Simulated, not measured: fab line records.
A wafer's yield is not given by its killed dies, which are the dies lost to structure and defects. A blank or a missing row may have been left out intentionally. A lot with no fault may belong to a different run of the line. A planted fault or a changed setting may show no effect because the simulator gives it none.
2 desks looking at one fault || flow berkeley cmos170 || only its own numbers are on each desk; what lay behind them is given at the end

DESK OF THE TOOL OWNER: rie diel-03
The tool's own readings at UCB170_V1_ETCH_14 (etches SiO2 in CHF3/CF4/Ar, stops on Al, target depth 1250 nm, time 291 s): means of the sampled wafers that have a number, for each lot that ran on this tool. Marked OUT: a lot whose mean sits more than 4 standard deviations from the usual mean, which makes it out of limits; the brackets give that distance.
Columns: A = drypump motor current A at UCB170_V1_ETCH_14, usual 5.7 A; B = oes product au at UCB170_V1_ETCH_14, usual 0.877 a.u.; C = rf fwd power W at UCB170_V1_ETCH_14, usual 698.2 W; D = throttle valve pct at UCB170_V1_ETCH_14, usual 6.96 %
{"lot": "L480", "first seen here": "day 8 10:10", "A": 5.9, "B": 0.877, "C": 697.6, "D": 6.92}
{"lot": "L482", "first seen here": "day 9 06:44", "A": 6.1, "B": 0.873, "C": 696.7, "D": 6.94}
{"lot": "L488", "first seen here": "day 10 03:54", "A": 6.1, "B": 0.879, "C": "790.9 (+42) OUT", "D": 6.97}
{"lot": "L491", "first seen here": "day 10 08:44", "A": 6.3, "B": 0.874, "C": "789.9 (+42) OUT", "D": 6.85}
This desk finds L488, L491 out of limits, L488 being first, at day 10 03:54 (rf fwd power W at UCB170_V1_ETCH_14). L480, L482: within limits.

THE METROLOGY DESK
What the gauges read, lot by lot, whatever tool the lot ran on: means of the sampled wafers that have a number. Marked OUT: a lot whose mean sits more than 4 standard deviations from the usual mean, which makes it out of limits; the brackets give that distance.
Columns: A = cd nm at UCB170_V1_CD_MEAS_90, usual 700.6 nm
{"lot": "L480", "first seen here": "day 8 10:29", "A": 699.4}
{"lot": "L479", "first seen here": "day 8 12:26", "A": 697.8}
{"lot": "L481", "first seen here": "day 8 16:01", "A": 699.8}
{"lot": "L482", "first seen here": "day 9 07:01", "A": 701.6}
{"lot": "L488", "first seen here": "day 10 04:12", "A": 705.4}
{"lot": "L491", "first seen here": "day 10 09:01", "A": 705.2}
{"lot": "L492", "first seen here": "day 10 10:52", "A": 699.7}
{"lot": "L497", "first seen here": "day 11 14:38", "A": 700.8}
{"lot": "L498", "first seen here": "day 11 15:20", "A": 699.2}
{"lot": "L494", "first seen here": "day 11 15:27", "A": 700.5}
{"lot": "L499", "first seen here": "day 12 10:49", "A": 698.7}
{"lot": "L500", "first seen here": "day 12 12:33", "A": 701.1}
{"lot": "L501", "first seen here": "day 12 13:38", "A": 701.3}
{"lot": "L502", "first seen here": "day 13 03:50", "A": 700.7}
This desk's verdict: no lot among the 14 shows anything out of limits.

BROUGHT TOGETHER
On L488, L491, at day 10 03:54, an alarm was possible from the tool owner's desk.
Nothing out of limits was seen by the metrology desk.
The metrology desk holds a record of L488, L491, inside its limits.
Of the lots named, all ran UCB170_V1_ETCH_14 on rie diel-03.

WHAT HAD BEEN PUT IN BY THE SIMULATOR
rie diel-03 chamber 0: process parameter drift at UCB170_V1_ETCH_14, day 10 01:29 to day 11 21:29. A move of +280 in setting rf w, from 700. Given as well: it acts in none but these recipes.
Shown lots that were struck: L488, L491.
Each desk's first reading out of limits, in hours after the fault started: the tool owner's desk, 2.
